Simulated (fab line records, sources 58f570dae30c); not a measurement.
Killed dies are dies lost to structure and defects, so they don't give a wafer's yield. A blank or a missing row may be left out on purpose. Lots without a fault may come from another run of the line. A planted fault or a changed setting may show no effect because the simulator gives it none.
Problem report in the 8D (eight disciplines) form, filled by code | flow berkeley_cmos170 | the parts of the form that need people (team, actions taken, sign-off) are left out

1. THE PROBLEM
cd_nm at UCB170_V2_CD_MEAS_12 reads a mean of 681.9 nm on 6 wafers of 2 lots; wafers without a fault read 699.4 nm with a standard deviation of 1.2. That is -15 standard deviations from the usual mean.
The step: target cd 700 nm.
First seen on wafer L365.2, day 11 08:30, on cd_sem-01. The record holds 33 wafers of 11 lots with a number at this step. Rule for "out", or "out of limits": more than 4 standard deviations from the usual mean. The other wafers with a number count as sound.

2. WHAT IT IS AND WHAT IT IS NOT
question                    | is                     | is not
which readings at this step | cd_nm                  | -
which lots                  | L365, L367             | L355, L356, L357, L358, L359, L360, L374, L376, L378
which wafers of those lots  | all that have a number | -
read on which gauges        | cd_sem-01              | cd_sem-02
when                        | from day 11 08:30      | up to then (18 sound wafers); but 9 sound wafers of L374, L376, L378 came after

3. SUSPECTS, AND WHAT RULES EACH OUT
Counting: a tool at a process step up to the reading stays a suspect if it ran every lot that is out and no sound lot after the first of them.
- the gauge at UCB170_V2_CD_MEAS_12: ruled out. All the wafers that are out were read on cd_sem-01, but those of them that UCB170_V2_PEB_10 has rows for are out there too, on other tools.
- litho_track-02 at UCB170_V2_PEB_10: kept. It ran every lot that is out, first L365 (day 11 08:14), and no sound lot after that; its last sound lot up to then is L357 (day 9 09:35). Its own readings are out on those wafers: heater_power_total_W, plate_temp_C.
Left after counting: litho_track-02 at UCB170_V2_PEB_10.

4. THE CAUSE (what the simulator had put in)
Process parameter drift: litho_track-02, from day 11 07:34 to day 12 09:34, at UCB170_V2_PEB_10. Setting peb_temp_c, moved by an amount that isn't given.
Counting left only this tool.

5. THE CHAIN OF EFFECTS, in route order
Each row: a reading whose mean over the struck wafers that have a number lies more than 3 standard deviations from the usual. Only readings for which the record gives a usual standard deviation are gone through. hours: the time from each lot's start at the first step in this table that gives one to its start at this step, as a median over the lots. sigmas: the change in usual standard deviations.
hours | step                 | reading              | usual    | on struck wafers | change | sigmas
0     | UCB170_V2_PEB_10     | heater_power_total_W | 56.80 W  | 55.30            | -1.50  | -32
0     | UCB170_V2_PEB_10     | plate_temp_C         | 129.96 C | 127.16           | -2.80  | -22
0     | UCB170_V2_CD_MEAS_12 | cd_nm                | 699.4 nm | 681.9            | -17.5  | -15
The process steps in it:
- UCB170_V2_PEB_10

6. WHAT WOULD HAVE CAUGHT IT SOONER
In this record the first reading out of limits at a measuring or inspecting step was taken at day 11 08:30, 1 hour after the fault began at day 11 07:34.
The tool's own readings at UCB170_V2_PEB_10 were out on every struck wafer that the step has a row for (heater_power_total_W, plate_temp_C): an alarm limit on them would have fired on the first of those.
Of the lots that are out (2), L367 began UCB170_V2_PEB_10 on litho_track-02 after day 11 08:30. A hold on the tool at that time would have spared it.
